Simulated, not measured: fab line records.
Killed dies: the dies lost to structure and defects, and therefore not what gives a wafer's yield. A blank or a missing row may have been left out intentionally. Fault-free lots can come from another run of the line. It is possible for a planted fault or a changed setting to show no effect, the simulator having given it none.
One fault through the eyes of 2 desks	flow berkeleyCmos170	each desk holds nothing but its own numbers, with what lay behind them at the end

## METROLOGY DESK
What the gauges read, lot by lot, whatever tool the lot ran on: means of the sampled wafers that have a number. Marked OUT: a lot whose mean sits more than 4 standard deviations from the usual mean, which makes it out of limits; the brackets give that distance.
Columns: A = cdNm at UCB170_M2_CD_MEAS_90, usual 701.2 nm; B = V2_TEOS_THK at UCB170_V2_THK_MEAS_01, usual 1997 nm; C = V2_BOW at UCB170_V2_BOW_MEAS_03, usual 37 um; D = V2_POLISHED_THK at UCB170_V2_THK_MEAS_04, usual 999.9 nm; E = cdNm at UCB170_V2_CD_MEAS_12, usual 699.9 nm; F = V2_OVL at UCB170_V2_OVL_MEAS_13, usual -1 nm
lot	first seen here	A	B	C	D	E	F
L670	day 7 16:18	703.6	1995	37	1000.3	701.4	-2
L674	day 8 09:11	703.8	1997	29	1001.0	699.5	0
L682	day 10 04:59	696.9	1961	34	999.6	703.8	-9
L688	day 11 18:08	700.5	2007	27	999.1	702.3	-1
L691	day 12 06:18	701.1	1984	36	999.5	700.7	5
Result from this desk: across the 5 lots, nothing is out of limits.

## DESK OF THE TOOL OWNER: krfScanner-01
The tool's own readings at UCB170_V2_EXPOSE_09 (exposes mask VIA2, target cd 700 nm): means of the sampled wafers that have a number, for each lot that ran on this tool. Marked OUT: a lot whose mean sits more than 4 standard deviations from the usual mean, which makes it out of limits; the brackets give that distance.
Columns: A = exposureDoseMJCm2 at UCB170_V2_EXPOSE_09, usual 37.00
lot	first seen here	A
L670	day 7 17:55	37.03
L682	day 10 06:33	36.82 (-4.7) OUT
This desk's verdict: out of limits on L682, starting with L682 at day 10 06:33 (exposureDoseMJCm2 at UCB170_V2_EXPOSE_09). Within limits: L670.

## ALL TOGETHER
An alarm could have come from the tool owner's desk at day 10 06:33, on L682.
Metrology desk: nothing out of limits seen.
The metrology desk has L682 on record, within its limits.
Of the lots named, all ran UCB170_V2_EXPOSE_09 on krfScanner-01.

## WHAT HAD BEEN PUT IN BY THE SIMULATOR
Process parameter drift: krfScanner-01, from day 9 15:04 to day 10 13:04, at UCB170_V2_EXPOSE_09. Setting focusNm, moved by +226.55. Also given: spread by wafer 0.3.
Lots struck among those shown: L682.
Delay in hours, fault start to first out-of-limits reading, by desk: the tool owner's desk at 15.
